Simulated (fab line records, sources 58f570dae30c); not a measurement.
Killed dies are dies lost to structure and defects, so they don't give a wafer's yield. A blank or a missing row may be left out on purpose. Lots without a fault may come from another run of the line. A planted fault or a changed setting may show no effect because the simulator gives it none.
Which tool did it? | flow berkeley_cmos170 | 14 lots, 42 wafers sampled, at 2 steps of a route of 331

WHAT THE GAUGES READ, wafer by wafer
UCB170_CONTACT_CD_MEAS_15: target cd 700 nm.
lot  | measured     | on        | cd_nm (nm)
L988 | day 7 23:24  | cd_sem-01 | 699.5 699.9 700.3
L989 | day 8 00:05  | cd_sem-02 | 700.4 700.4 702.2
L990 | day 8 14:04  | cd_sem-01 | 698.9 698.6 699.2
L994 | day 9 00:37  | cd_sem-02 | 700.9 701.4 700.9
L993 | day 9 01:01  | cd_sem-02 | 699.7 699.7 701.2
L996 | day 9 18:01  | cd_sem-02 | 695.8 697.8 697.6
L999 | day 9 23:10  | cd_sem-02 | 701.5 702.6 702.3
L100 | day 10 09:02 | cd_sem-02 | 699.5 700.2 699.7
L105 | day 10 23:23 | cd_sem-01 | 700.5 700.2 700.5
L101 | day 10 23:54 | cd_sem-02 | 701.1 700.0 700.7
L107 | day 11 10:38 | cd_sem-02 | 687.4 686.9 686.6 687.2 687.3 686.8
L108 | day 11 13:28 | cd_sem-01 | 687.2 686.8 687.1 687.0 686.5 687.1
L110 | day 12 11:16 | cd_sem-01 | 699.8 700.4 698.8
L109 | day 12 12:58 | cd_sem-02 | 699.6 700.4 700.0

WHICH TOOL RAN EACH LOT (tool, then ch and the chambers of the sampled wafers, then the start)
lot  | UCB170_CONTACT_PEB_13
L988 | litho_track-02 ch 0, day 7 23:07
L989 | litho_track-01 ch 0, day 7 23:46
L990 | litho_track-01 ch 0, day 8 13:49
L994 | litho_track-02 ch 0, day 9 00:21
L993 | litho_track-03 ch 0, day 9 00:45
L996 | litho_track-01 ch 0, day 9 17:44
L999 | litho_track-01 ch 0, day 9 22:53
L100 | litho_track-03 ch 0, day 10 08:46
L105 | litho_track-03 ch 0, day 10 23:07
L101 | litho_track-02 ch 0, day 10 23:38
L107 | litho_track-02 ch 0, day 11 10:22
L108 | litho_track-02 ch 0, day 11 13:12
L110 | litho_track-03 ch 0, day 12 10:59
L109 | litho_track-03 ch 0, day 12 12:41
- UCB170_CONTACT_PEB_13

WHAT THE TOOLS THEMSELVES READ (means of the sampled wafers that have a number; where no wafer has one, the mark that the record gives instead)
UCB170_CONTACT_PEB_13.
lot  | tool           | exhaust_pa (Pa) | heater_power_total_W (W) | plate_temp_C (C)
L988 | litho_track-02 | 45.0            | 56.76                    | 130.13
L989 | litho_track-01 | 46.1            | 56.78                    | 130.10
L990 | litho_track-01 | 45.0            | 56.78                    | 130.19
L994 | litho_track-02 | 45.1            | 56.80                    | 130.08
L993 | litho_track-03 | 44.7            | 56.80                    | 129.95
L996 | litho_track-01 | 46.2            | 56.82                    | 129.99
L999 | litho_track-01 | 45.7            | 56.77                    | 129.94
L100 | litho_track-03 | 45.3            | 56.79                    | 129.96
L105 | litho_track-03 | 46.3            | 56.79                    | 130.17
L101 | litho_track-02 | 46.1            | 56.83                    | 130.07
L107 | litho_track-02 | 45.3            | 55.75                    | 128.12
L108 | litho_track-02 | 44.0            | 55.77                    | 128.05
L110 | litho_track-03 | 44.7            | 56.79                    | 129.98
L109 | litho_track-03 | 45.7            | 56.77                    | 129.94

THE ANSWER, worked out from the rows above alone
Rule: what is usual is taken from the lots themselves. Put in order of their means at a reading, lots are off if they are a third of the lots or fewer, leave a main group of 4 or more, and stand apart from it by a gap of 3 or more times the standard deviation of the main group's means; of several such gaps the widest counts. A main group whose means are all the same, to the digits that the tables above print for the reading, isn't used. A lot without any number at a reading at which 4 lots or more have one is off too. The other lots that the step has rows for count as sound. The gauges are gone through in route order, then the tools' own readings, and for those a lot's mean is taken as printed above. The first step at which some lot is off is used, and at that step the reading that is off furthest; a lot without a number counts as furthest.
Off: L107, L108, at UCB170_CONTACT_CD_MEAS_15 (cd_nm). The main group: mean 700.1 nm, standard deviation 1.2.
A tool fits if, at a process step before that reading, it ran every lot that is off, and no sound lot after the first of them. The gauges at UCB170_CONTACT_CD_MEAS_15 aren't tried: what is off there is off at UCB170_CONTACT_PEB_13 too, on other tools, and a gauge's error can't cause that. One fits: litho_track-02 at UCB170_CONTACT_PEB_13. Its last sound lot is L101 (day 10 23:38), its first lot that is off L107 (day 11 10:22): a fault that began between those two fits.
The tool's own readings at UCB170_CONTACT_PEB_13 bear it out: on the lots that are off they differ by more than 5 times the standard deviation of the sound lots' means. heater_power_total_W reads 55.76 W there against 56.79 W on the sound lots; plate_temp_C reads 128.09 C there against 130.04 C on the sound lots.

WHAT THE SIMULATOR HAD PUT IN
Process parameter drift: litho_track-02, from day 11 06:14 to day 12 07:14, at UCB170_CONTACT_PEB_13. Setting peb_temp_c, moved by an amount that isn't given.
Lots struck among those shown: L107, L108. The rule above found the same.
